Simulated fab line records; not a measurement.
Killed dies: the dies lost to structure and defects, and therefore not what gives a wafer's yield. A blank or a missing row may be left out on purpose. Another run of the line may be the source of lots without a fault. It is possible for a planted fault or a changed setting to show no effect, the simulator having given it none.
A single fault, viewed from 2 desks + flow berkeley cmos170 + each desk holds nothing but its own numbers, with what lay behind them at the end

## THE TOOL OWNER'S DESK: plasma asher-04
The tool's own readings at UCB170_M1_STRIP_13 (strips in O2): means of the sampled wafers that have a number, for each lot that ran on this tool. Any lot whose mean is over 4 standard deviations away from the usual mean is out of limits and marked OUT; that distance is given in the brackets.
Columns: A = drypump motor current A at UCB170_M1_STRIP_13, usual 5.5 A; B = oes product au at UCB170_M1_STRIP_13, usual 0.721 a.u.
| lot  | first seen here | A   | B               |
|------|-----------------|-----|-----------------|
| L649 | day 6 21:43     | 5.4 | 0.721           |
| L651 | day 7 21:53     | 5.3 | 0.717           |
| L654 | day 8 23:28     | 5.4 | 0.659 (-15) OUT |
| L660 | day 9 12:52     | 5.4 | 0.665 (-14) OUT |
This desk's verdict: out of limits on L654, L660, starting with L654 at day 8 23:28 (oes product au at UCB170_M1_STRIP_13). Within limits: L649, L651.

## THE METROLOGY DESK
Lot by lot, what the gauges showed, no matter which tool ran the lot: averages of those sampled wafers that carry a number. Any lot whose mean is over 4 standard deviations away from the usual mean is out of limits and marked OUT; that distance is given in the brackets.
Columns: A = PWELL_OVL at UCB170_PWELL_OVL_MEAS_13, usual -2 nm; B = PFIELD_TW at UCB170_PFIELD_TW_MEAS_09, usual 601; C = PLDD_OVL at UCB170_PLDD_OVL_MEAS_07, usual 3 nm
| lot  | first seen here | A  | B   | C  |
|------|-----------------|----|-----|----|
| L649 | day 3 01:13     | -4 | 591 | -2 |
| L650 | day 3 11:55     | -8 | 592 | 1  |
| L651 | day 3 17:31     | 2  | 613 | 1  |
| L654 | day 4 12:29     | 0  | 605 | 5  |
| L659 | day 4 20:31     | -1 | 589 | 4  |
| L660 | day 5 03:03     | 1  | 606 | -1 |
| L661 | day 5 10:12     | -2 | 608 | 8  |
| L663 | day 5 17:44     | -9 | 586 | 6  |
| L664 | day 5 23:51     | -1 | 608 | -0 |
| L665 | day 6 12:42     | 0  | 588 | 10 |
| L667 | day 6 23:07     | -1 | 609 | 6  |
| L668 | day 7 03:50     | -4 | 610 | 0  |
| L669 | day 7 11:17     | -2 | 587 | -2 |
| L671 | day 7 15:20     | -5 | 589 | 2  |
Finding of this desk: none of the 14 lots has anything out of limits.

## ALL TOGETHER
The tool owner's desk could have raised an alarm at day 8 23:28, on L654, L660.
The metrology desk saw nothing out of limits.
The metrology desk holds a record of L654, L660, inside its limits.
UCB170_M1_STRIP_13 was run on plasma asher-04 by each of the lots named.

## WHAT WAS PUT IN BY THE SIMULATOR
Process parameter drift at UCB170_M1_STRIP_13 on plasma asher-04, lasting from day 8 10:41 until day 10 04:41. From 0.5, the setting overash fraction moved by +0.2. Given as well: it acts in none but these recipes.
Struck lots among those shown: L654, L660.
How many hours passed from the start of the fault until each desk's first out-of-limits reading: the tool owner's desk, 13.
